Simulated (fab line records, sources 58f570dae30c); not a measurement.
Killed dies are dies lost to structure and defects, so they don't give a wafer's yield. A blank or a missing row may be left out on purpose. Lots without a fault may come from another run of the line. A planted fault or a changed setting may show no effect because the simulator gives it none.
Chamber matching | flow berkeley_cmos170 | UCB170_V1_ETCH_14 on rie_diel-03: 4 sister chambers
The step etches SiO2 in CHF3/CF4/Ar, stops on Al, target depth 1250 nm, time 291 s. 14 wafers are shown with their chamber, then 7 later ones without.

WAFERS WITH THEIR CHAMBER
wafer  | chamber | drypump_motor_current_A (A) | throttle_valve_pct (%) | oes_product_au (a.u.)
L867.2 | 2       | 5.88                        | 7.02                   | 0.893
L867.4 | 1       | 5.22                        | 7.16                   | 0.892
L867.5 | 2       | 5.88                        | 7.02                   | 0.888
L868.1 | 2       | 5.86                        | 7.03                   | 0.889
L868.2 | 3       | 5.72                        | 6.64                   | 0.888
L868.6 | 2       | 5.89                        | 7.03                   | 0.892
L869.1 | 2       | 5.89                        | 7.02                   | 0.888
L869.3 | 3       | 5.70                        | 6.63                   | 0.898
L869.4 | 1       | 5.21                        | 7.15                   | 0.891
L873.1 | 1       | 5.21                        | 7.16                   | 0.893
L873.4 | 2       | 5.88                        | 7.01                   | 0.889
L873.6 | 2       | 5.88                        | 7.04                   | 0.880
L876.1 | 0       | 5.33                        | 6.96                   | 0.880
L876.5 | 0       | 5.35                        | 6.93                   | 0.887

SIGNATURES (means of the wafers above)
reading                 | chamber 0 | chamber 1 | chamber 2 | chamber 3 | scatter within a chamber
drypump_motor_current_A | 5.3400    | 5.2133    | 5.8800    | 5.7100    | 0.0103
throttle_valve_pct      | 6.9450    | 7.1567    | 7.0243    | 6.6350    | 0.0107
oes_product_au          | 0.88350   | 0.89200   | 0.88843   | 0.89300   | 0.00427
Rule: a wafer's distance from a chamber is the root of the sum, over the readings, of the square of ((its reading less the chamber's mean) divided by the reading's scatter). The wafer belongs to the nearest chamber; if the next one is less than 2 further off, it can't be placed. The scatter: the root of (the sum of the squares of (reading less its chamber's mean) over the shown wafers, divided by (wafers less chambers)).

WAFERS WITHOUT THEIR CHAMBER
wafer  | drypump_motor_current_A (A) | throttle_valve_pct (%) | oes_product_au (a.u.)
L876.6 | 5.72                        | 6.64                   | 0.893
L882.2 | 5.88                        | 7.01                   | 0.892
L882.5 | 5.88                        | 7.01                   | 0.886
L882.6 | 5.22                        | 7.17                   | 0.888
L884.1 | 5.37                        | 6.93                   | 0.885
L884.4 | 5.74                        | 6.63                   | 0.893
L884.5 | 5.35                        | 6.94                   | 0.881

WHICH CHAMBER EACH WENT THROUGH
wafer  | from the rows above | in truth
L876.6 | 3                   | 3
L882.2 | 2                   | 2
L882.5 | 2                   | 2
L882.6 | 1                   | 1
L884.1 | 0                   | 0
L884.4 | 3                   | 3
L884.5 | 0                   | 0
Placed correctly: 7 of 7. Can't be placed from these rows: 0. Placed wrongly: 0.
